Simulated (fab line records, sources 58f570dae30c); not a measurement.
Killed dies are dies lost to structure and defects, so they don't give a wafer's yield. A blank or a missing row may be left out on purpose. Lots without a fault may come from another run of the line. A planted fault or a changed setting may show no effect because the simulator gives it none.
Split-lot experiment | flow berkeley_cmos170 | 5 lots, 23 wafers read, on a route of 331 steps

THE SPLIT
At UCB170_SPACER_ANNEAL_02 (time 1800 s), the setting temp_c was moved away from the recipe's 900 C on 10 of the 23 wafers read, by -1.3% to +2.2%. The other wafers ran this setting at the recipe's value.

FROM THE SPLIT TO THE READING: what the file shows between them, 8 steps
- UCB170_PSD_IMPLANT_08 (also split here: energy_kev)
- UCB170_PSD_STRIP_09: strips in O2
- UCB170_PSD_TW_MEAS_10
- UCB170_BACKSIDE_COAT_01: resist thk 900 nm (also split here: spin_rpm)
- UCB170_BACKSIDE_SOFTBAKE_02: time 60 s
- UCB170_BACKSIDE_STRIP_03: strips in O2
- UCB170_BACKSIDE_CLEAN_04: cleans in SPM, time 600 s
- UCB170_SDANNEAL_RTA_00: time 10 s

THE READING
PLDD_RS, in ohm/sq, at UCB170_SDANNEAL_RS_MEAS_04 (measures by four-point-probe). Fault-free wafers of this fab line usually give 1030 ohm/sq, standard deviation 4.1 ohm/sq.

wafer  | tool, chamber at the split | temp_c as run, C | against the recipe | PLDD_RS, ohm/sq | against lot-mates on the recipe
L074.1 | -, -                       | 900              | recipe             | 1029            | -
L074.3 | -, -                       | 900              | recipe             | 1033            | -
L074.4 | -, -                       | 900              | recipe             | 1028            | -
L074.5 | -, -                       | 900              | recipe             | 1036            | -
L074.6 | -, -                       | 900              | recipe             | 1037            | -
L076.2 | -, -                       | 888.3            | -1.3%              | 1071            | no lot-mate on the recipe
L076.3 | -, -                       | 888.3            | -1.3%              | 1072            | no lot-mate on the recipe
L076.4 | -, -                       | 888.3            | -1.3%              | 1071            | no lot-mate on the recipe
L076.5 | -, -                       | 888.3            | -1.3%              | 1072            | no lot-mate on the recipe
L076.6 | -, -                       | 888.3            | -1.3%              | 1072            | no lot-mate on the recipe
L075.1 | -, -                       | 900              | recipe             | 1030            | -
L075.3 | -, -                       | 900              | recipe             | 1033            | -
L075.4 | -, -                       | 900              | recipe             | 1031            | -
L075.5 | -, -                       | 900              | recipe             | 1031            | -
L075.6 | -, -                       | 900              | recipe             | 1030            | -
L081.2 | furnace-02, 0              | 900              | recipe             | 1034            | -
L081.3 | furnace-02, 0              | 900              | recipe             | 1033            | -
L081.4 | furnace-02, 0              | 900              | recipe             | 1033            | -
L085.1 | -, -                       | 919.7            | +2.2%              | 958             | no lot-mate on the recipe
L085.2 | -, -                       | 919.7            | +2.2%              | 961             | no lot-mate on the recipe
L085.3 | -, -                       | 919.7            | +2.2%              | 968             | no lot-mate on the recipe
L085.4 | -, -                       | 919.7            | +2.2%              | 964             | no lot-mate on the recipe
L085.6 | -, -                       | 919.7            | +2.2%              | 963             | no lot-mate on the recipe

THE FIT
A straight line over all 23 wafers: PLDD_RS changes by -31.3 ohm/sq for each +1% of temp_c; r = -1.00; the points scatter about the line by 2.6 ohm/sq.
Too few moved wafers have a lot-mate on the recipe to fit a line with each lot's own level taken away.

THE FILE'S OWN FIT
PLDD_RS changes by -31.2 ohm/sq for each +1% of temp_c, r = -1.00.
